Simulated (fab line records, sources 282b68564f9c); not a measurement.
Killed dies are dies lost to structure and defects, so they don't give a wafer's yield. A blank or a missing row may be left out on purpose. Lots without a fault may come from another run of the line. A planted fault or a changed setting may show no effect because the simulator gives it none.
fab line records | flow rit_cmos
record lots=7 wafers=21 last_day=8
route steps=202 shown CONTACT@178 M1@184
lots that met no fault: from a run of the same line without faults
start_h: hours from the record's first day to the start of the lot's first wafer shown | wait_h: hours since the lot's step before | " the same as in the row above | L1.1+2: a row that stands for several wafers | - no value, or no start given | * or withheld: withheld | < > ~ a bound
route shown NAME@n: a module of which the file shows steps, and the number in the route of the first | usual: mean/standard deviation of fault-free wafers | same: alike in all rows | chamber/n: place in a boat | sites: the reading at each site | _std_site: their standard deviation | _edge_site: outer sites' mean less inner sites' | radius_mm: how far each site lies from the wafer's centre | mask NAME#n: copy n | behind: the tool/chamber that last shaped the wafer | hold: why the lot was held/for how many hours/how that ended | device: the transistor (n, p or np) that didn't switch | end of line: the same wafers' tests at the end of the route | a step without rows: its recipe alone | killed: dies lost to structure and defects at the first sort, not the wafer's yield | map: a wafer's dies, x killed, . not, _ none there
set.NAME: the setting as run; set.NAME@STEP: as run at that earlier step | model.NAME: the simulator's own value behind a step, which no gauge read
lots at some steps of the route; a table a step, a row a wafer
services: from which hour (start_h, from the record's first day; less than 0 if before it) a tool's chamber was out of use, for how many hours, and why
## steps
# step RIT_CONTACT_HARDBAKE_10
# recipe resist=NOVOLAK temp_c=140 time_s=60
# step RIT_CONTACT_ETCH_11
# recipe target_depth_a=4800 over_etch_frac=0.2 stop_on=TiSi2 chemistry=CHF3/CF4/Ar target=SiO2 CHF3_flow_sccm=50 cf4_flow_sccm=10 Ar_flow_sccm=100 O2_flow_sccm=5 pressure_mtorr=100 rf_w=200 time_s=320
# usual chamber_pressure_mTorr=100.00/0.088 drypump_motor_current_A=5.7/0.5 oes_product_au=0.989/0.018 throttle_valve_pct=8.92/0.16
# columns lot.wafer tool chamber start_h wait_h chamber_pressure_mTorr drypump_motor_current_A oes_product_au rf_hours_counter_h throttle_valve_pct
L479.1 rie_diel-01 3 69.54 0.1 99.91 5.8 0.978 51 8.55
L479.4 " 1 " " 99.98 5.6 0.990 161 9.05
L479.5 " 1 " " 99.82 5.6 0.998 - 9.06
L480.3 rie_diel-02 3 79.35 0.2 100.02 5.4 1.006 - 8.96
L480.4 " 2 " " 99.95 6.6 1.022 - 9.06
L480.5 " 2 " " 100.16 6.7 1.026 - 9.05
L481.1 rie_diel-01 0 81.08 0.1 100.04 5.2 0.972 119 8.92
L481.3 " 3 " " 99.99 5.9 0.988 51 8.55
L481.4 " 1 " " 100.01 5.6 0.993 162 9.07
L490.1 rie_diel-01 3 128.76 0.1 99.91 5.8 0.993 52 8.55
L490.3 " 0 " " 100.13 5.2 0.972 120 8.92
L490.4 " 2 " " 100.03 6.0 0.976 48 9.07
L491.1 rie_diel-02 0 139.09 0.1 100.01 5.7 0.967 1 9.08
L491.2 " 3 " " 100.00 5.4 1.009 94 8.97
L491.6 " 0 " " 100.14 5.7 0.966 - 9.06
L496.1 rie_diel-02 1 158.97 0.1 100.05 5.5 1.004 55 9.00
L496.4 " 0 " " 99.94 5.7 0.955 - 9.04
L496.6 " 2 " " 99.96 6.6 0.972 - 9.05
L499.1 rie_diel-04 1 175.42 0.1 100.30 4.8 1.005 5 8.78
L499.2 " 2 " " 100.03 5.6 0.955 1 8.94
L499.5 " 1 " " 99.81 4.8 1.006 - 8.80
# step RIT_CONTACT_STRIP_12
# recipe chemistry=O2 time_s=180 resist=NOVOLAK platen_temp_c=withheld power_w=500 pressure_mtorr=4000 o2_flow_sccm=4000
# usual chamber_pressure_mTorr=4000/4 drypump_motor_current_A=5.9/0.46
# columns lot.wafer tool chamber start_h wait_h chamber_pressure_mTorr drypump_motor_current_A rf_hours_counter_h
L479.1 plasma_asher-01 1 69.73 0.1 3999 5.7 25
L479.4 " 0 " " 4009 5.6 -
L479.5 " 1 " " 4000 5.7 -
L480.3 plasma_asher-04 0 79.60 0.2 4001 6.3 -
L480.4 " 1 " " 4001 6.7 -
L480.5 " 1 " " 3993 6.7 -
L481.1 plasma_asher-01 1 81.28 0.1 3998 5.6 26
L481.3 " 1 " " 3997 5.6 -
L481.4 " 0 " " 3993 5.6 -
L490.1 plasma_asher-04 0 128.95 0.1 3999 6.3 49
L490.3 " 1 " " 4002 6.7 -
L490.4 " 0 " " 3993 6.3 -
L491.1 plasma_asher-01 1 139.39 0.2 4000 5.7 32
L491.2 " 0 " " 4002 5.6 32
L491.6 " 0 " " 4002 5.6 -
L496.1 plasma_asher-01 1 159.17 0.1 3997 5.7 34
L496.4 " 0 " " 3999 5.6 -
L496.6 " 0 " " 4001 5.6 -
L499.1 plasma_asher-02 0 175.61 0.1 3999 6.1 6
L499.2 " 1 " " 4013 5.3 6
L499.5 " 1 " " 3997 5.2 -
# step RIT_CONTACT_CD_MEAS_90
# recipe target_cd_nm=1000
# usual cd_nm=1000.2/1.9
# columns lot.wafer tool chamber start_h wait_h cd_nm
L479.1 cd_sem-01 - 69.91 0.1 998.7
L479.4 " - " " 1002.6
L479.5 " - " " 995.8
L480.3 cd_sem-01 - 79.76 0.1 1001.0
L480.4 " - " " 1000.2
L480.5 " - " " 1000.5
L481.1 cd_sem-02 - 81.45 0.1 997.6
L481.3 " - " " 997.4
L481.4 " - " " 997.5
L490.1 cd_sem-01 - 129.14 0.1 1001.8
L490.3 " - " " 1002.4
L490.4 " - " " 1003.0
L491.1 cd_sem-01 - 139.58 0.1 1000.0
L491.2 " - " " 997.8
L491.6 " - " " 998.6
L496.1 cd_sem-02 - 159.34 0.1 999.9
L496.4 " - " " 1000.5
L496.6 " - " " 1001.7
L499.1 cd_sem-02 - 175.79 0.1 1003.5
L499.2 " - " " 1003.4
L499.5 " - " " 1002.3
# step RIT_CONTACT_CLEAN_13
# recipe chemistry=SC1 mix=3:3:50 time_s=600 temp_c=75
# step RIT_CONTACT_CLEAN_14
# recipe chemistry=SC2 mix=3:3:50 time_s=600 temp_c=75 dry=n2_spin
# step RIT_M1_SPUTTER_00
# recipe material=Al target_thk_nm=400 power_w=2000 chamber_pressure_pa=0.4 gas=Ar time_s=500 substrate_temp_c=25
# usual throttle_valve_pct=29.6/0.58
# columns lot.wafer tool chamber start_h wait_h throttle_valve_pct
L479.1 pvd_sputter-04 - 70.38 0.0 29.0
L479.4 " - " " 29.2
L479.5 " - " " 30.4
L480.3 pvd_sputter-04 - 80.20 0.0 29.1
L480.4 " - " " 29.2
L480.5 " - " " 30.4
L481.1 pvd_sputter-01 - 81.92 0.0 29.0
L481.3 " - " " 29.1
L481.4 " - " " 31.3
L490.1 pvd_sputter-03 - 129.61 0.0 29.6
L490.3 " - " " 29.4
L490.4 " - " " 30.0
L491.1 pvd_sputter-04 - 140.05 0.0 29.5
L491.2 " - " " 30.1
L491.6 " - " " 30.3
L496.1 pvd_sputter-03 - 159.83 0.0 29.7
L496.4 " - " " 29.3
L496.6 " - " " 29.3
L499.1 pvd_sputter-01 - 176.28 0.0 31.3
L499.2 " - " " 28.9
L499.5 " - " " 29.2
# step RIT_M1_RS_MEAS_01
# recipe thk_meas_gauge=four-point-probe reads=Al_of_M1_SPUTTER_00
# usual M1_AL_RS=0.0736/0.00077
# columns lot.wafer tool chamber start_h wait_h M1_AL_RS[ohm/sq]
L479.1 film_metro-01 - 70.67 0.1 0.0724
L479.4 " - " " 0.0734
L479.5 " - " " 0.0735
L480.3 film_metro-02 - 80.54 0.2 0.0736
L480.4 " - " " 0.0740
L480.5 " - " " 0.0744
L481.1 film_metro-03 - 82.22 0.1 0.0733
L481.3 " - " " 0.0734
L481.4 " - " " 0.0740
L490.1 film_metro-01 - 129.90 0.1 0.0742
L490.3 " - " " 0.0741
L490.4 " - " " 0.0735
L491.1 film_metro-01 - 140.34 0.1 0.0747
L491.2 " - " " 0.0748
L491.6 " - " " 0.0746
L496.1 film_metro-01 - 160.12 0.1 0.0736
L496.4 " - " " 0.0743
L496.6 " - " " 0.0739
L499.1 film_metro-01 - 176.57 0.1 0.0727
L499.2 " - " " 0.0722
L499.5 " - " " 0.0722
# step RIT_M1_THK_MEAS_02
# recipe thk_meas_gauge=xrf reads=Al_of_M1_SPUTTER_00
# usual M1_AL_THK=400/4.5
# columns lot.wafer tool chamber start_h wait_h M1_AL_THK[nm]
L479.1 film_metro-01 - 70.79 0.1 407
L479.4 " - " " 401
L479.5 " - " " 398
L480.3 film_metro-02 - 80.64 0.1 397
L480.4 " - " " 394
L480.5 " - " " 394
L481.1 film_metro-03 - 82.34 0.1 399
L481.3 " - " " 402
L481.4 " - " " 398
L490.1 film_metro-01 - 130.02 0.1 400
L490.3 " - " " 400
L490.4 " - " " 404
L491.1 film_metro-01 - 140.46 0.1 400
L491.2 " - " " 395
L491.6 " - " " 397
L496.1 film_metro-01 - 160.24 0.1 402
L496.4 " - " " 397
L496.6 " - " " 397
L499.1 film_metro-01 - 176.69 0.1 408
L499.2 " - " " 410
L499.5 " - " " 408
# step RIT_M1_HMDS_03
# recipe prime_time_s=60 prime_temp_c=140
# step RIT_M1_COAT_04
# recipe resist=NOVOLAK spin_rpm=2000 resist_thk_nm=1300
# step RIT_M1_SOFTBAKE_05
# recipe resist=NOVOLAK temp_c=90 time_s=60
# step RIT_M1_EXPOSE_06
# recipe mask_id=M12 na=0.6 source_shape=conventional sigma_outer=0.5 target_cd_nm=2600 dose_mj=250
# usual exposure_dose_mJ_cm2=250.00/0.26 focus_offset_nm=0.0/0.47
# columns lot.wafer tool chamber start_h wait_h mask exposure_dose_mJ_cm2 focus_offset_nm
L479.1 iline_stepper-01 - 71.30 0.1 M12#0 - -
L479.4 " - " " M12#0 - -
L479.5 " - " " M12#0 - -
L480.3 iline_stepper-02 - 81.29 0.2 M12#0 - -
L480.4 " - " " M12#0 - -
L480.5 " - " " M12#0 - -
L481.1 iline_stepper-02 - 82.85 0.1 M12#0 - -
L481.3 " - " " M12#0 - -
L481.4 " - " " M12#0 - -
L490.1 iline_stepper-01 0 130.53 0.1 M12#0 250.12 -0.6
L490.3 " 0 " " M12#0 249.87 -0.4
L490.4 " 0 " " M12#0 250.20 -0.1
L491.1 iline_stepper-01 0 140.97 0.1 M12#0 249.49 1.1
L491.2 " 0 " " M12#0 249.40 1.2
L491.6 " 0 " " M12#0 249.97 0.6
L496.1 iline_stepper-02 0 160.75 0.1 M12#0 250.04 0.3
L496.4 " 0 " " M12#0 249.92 0.1
L496.6 " 0 " " M12#0 250.23 0.2
L499.1 iline_stepper-01 0 177.32 0.2 M12#0 249.76 -0.3
L499.2 " 0 " " M12#0 249.77 0.2
L499.5 " 0 " " M12#0 250.34 -0.3
# step RIT_M1_PEB_07
# recipe resist=NOVOLAK temp_c=withheld time_s=withheld
## services
# columns tool chamber start_h hours kind
plasma_asher-01 - 50.84 2.4 repair
rie_diel-02 0 53.74 - clean
rie_diel-02 0 53.74 27.6 scheduled_down
rie_diel-04 1 57.95 8.6 repair
iline_stepper-02 - 59.77 14.4 repair
rie_diel-04 3 64.58 5.8 repair
rie_diel-02 1 77.89 7.6 repair
rie_diel-01 - 80.40 0.5 repair
plasma_asher-04 - 82.67 4.3 pm
rie_diel-04 0 86.34 29.9 repair
rie_diel-01 1 90.89 4.3 repair
plasma_asher-04 - 100.14 10.0 pm
plasma_asher-01 - 102.78 0.8 repair
rie_diel-04 - 105.57 2.8 pm
plasma_asher-02 - 108.75 9.0 pm
rie_diel-04 1 130.67 16.5 repair
pvd_sputter-01 - 132.71 15.2 repair
rie_diel-02 1 136.15 6.4 repair
plasma_asher-04 - 145.66 1.5 repair
rie_diel-04 - 146.99 1.3 repair
rie_diel-02 3 157.76 4.2 repair
rie_diel-04 3 163.20 9.2 repair
pvd_sputter-04 - 164.86 2.7 repair
pvd_sputter-01 - 165.27 4.8 repair
## key
first_sign step=RIT_M1_EXPOSE_06 reading=tool_record direction=missing
effect none on later readings
met_at RIT_M1_EXPOSE_06
struck_wafers L479.1,L479.4,L479.5,L480.3,L480.4,L480.5,L481.1,L481.3,L481.4
later_rows_left_out L479.1,L479.4,L479.5,L480.3,L480.4,L480.5,L481.1,L481.3,L481.4
sort_left_out L479.1,L479.4,L479.5,L480.3,L480.4,L480.5,L481.1,L481.3,L481.4
fault kind=skipped_step_whole tool=iline_stepper-01,iline_stepper-02 chamber=- onset_h=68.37 steps=RIT_M1_EXPOSE_06 scope=struck_lots_only
# sort_left_out: the simulated sort isn't trusted on such a fault, so these wafers' sort isn't shown, and their yield isn't known
# later_rows_left_out: the simulator's readings of these wafers behind a module that went badly wrong aren't trusted and aren't shown, but for the sort
